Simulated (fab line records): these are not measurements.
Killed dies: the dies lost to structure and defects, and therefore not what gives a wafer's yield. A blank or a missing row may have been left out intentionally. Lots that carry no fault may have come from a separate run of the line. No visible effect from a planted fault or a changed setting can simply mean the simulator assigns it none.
Split-lot experiment ; flow berkeley-cmos170 ; 23 wafers read from 5 lots, route of 331 steps

== THE SPLIT ITSELF ==
At UCB170_NSD_IMPLANT_08, the setting dose-cm2 was moved away from the recipe's 3e+15 on 9 of the 23 wafers read, by -7.4% to +3.2%. The other wafers ran this setting at the recipe's value.

== FROM THE SPLIT TO THE READING: what the file shows between them, 5 steps ==
- UCB170_NSD_STRIP_09: strips in O2
- UCB170_NSD_CLEAN_11: cleans in SPM, time 600 s
- UCB170_SDANNEAL_RTA_00: time 10 s
- UCB170_SDANNEAL_RTA_01: time 5 s
- UCB170_SDANNEAL_RS_MEAS_02: measures by four-point-probe

== THE READING ==
NSD_RS in ohm/sq, measured at UCB170_SDANNEAL_RS_MEAS_03 by four-point-probe. Fault-free wafers of this fab line usually give 37.27 ohm/sq, standard deviation 0.095 ohm/sq.

wafer;tool, chamber at the split;dose-cm2 as run;against the recipe;NSD_RS, ohm/sq;against lot-mates on the recipe
L075.1;implanter-04, 0;3e+15;recipe;37.26;-
L075.2;implanter-04, 0;3e+15;recipe;37.34;-
L075.4;implanter-04, 0;3e+15;recipe;37.25;-
L074.1;implanter-03, 0;3e+15;recipe;37.13;-
L074.2;implanter-03, 0;3e+15;recipe;37.07;-
L074.3;implanter-03, 0;2.778e+15;-7.4%;38.53;+1.43
L074.4;implanter-03, 0;2.778e+15;-7.4%;38.48;+1.38
L074.6;implanter-03, 0;2.778e+15;-7.4%;38.45;+1.35
L076.1;implanter-04, 0;3e+15;recipe;37.22;-
L076.2;implanter-04, 0;3e+15;recipe;37.35;-
L076.3;implanter-04, 0;2.817e+15;-6.1%;38.54;+1.20
L076.4;implanter-04, 0;2.817e+15;-6.1%;38.57;+1.23
L076.5;implanter-04, 0;3e+15;recipe;37.46;-
L077.1;implanter-04, 0;2.923e+15;-2.6%;37.68;+0.48
L077.3;implanter-04, 0;3e+15;recipe;37.24;-
L077.4;implanter-04, 0;2.923e+15;-2.6%;37.71;+0.51
L077.5;implanter-04, 0;3e+15;recipe;37.12;-
L077.6;implanter-04, 0;3e+15;recipe;37.24;-
L079.1;implanter-03, 0;3.095e+15;+3.2%;36.76;-0.55
L079.2;implanter-03, 0;3.095e+15;+3.2%;36.75;-0.56
L079.4;implanter-03, 0;3e+15;recipe;37.20;-
L079.5;implanter-03, 0;3e+15;recipe;37.32;-
L079.6;implanter-03, 0;3e+15;recipe;37.40;-

THE FIT
A straight line over all 23 wafers: NSD_RS changes by -0.177 ohm/sq for each +1% of dose-cm2; r = -0.98; the points scatter about the line by 0.12 ohm/sq.
The same after taking each lot's own level away (the mean of its wafers on the recipe; 23 wafers): -0.189 ohm/sq for each +1%; r = -1.00; scatter 0.062 ohm/sq.
Per that fit: largest dose-cm2 move, reading shift of 1.4 ohm/sq.
Across the lots, their own levels run from 37.100 to 37.343 ohm/sq, a range of 2.6 times the standard deviation given above.
Hence the lot-to-lot level has little effect on the slope; both slopes agree.
Check: with one of the wafers moved furthest among these (-7.4%) left out of the fit, the line predicts +1.4 ohm/sq for it against its lot-mates. Against them it came out at +1.43 ohm/sq.

== THE WHOLE CHAIN: every reading that the file lists as answering this split, in the file's order ==
step;what it does;reading;change (the file's fit);r (the file's)
UCB170_NSD_STRIP_09;strips in O2;strip-time-to-endpoint-s;withheld for each +1% of the setting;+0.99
UCB170_SDANNEAL_RS_MEAS_03;measures by four-point-probe;NSD_RS;-0.19 for each +1% of the setting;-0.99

== THE FILE'S OWN FIT ==
NSD_RS changes by -0.19 ohm/sq for each +1% of dose-cm2, r = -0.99.
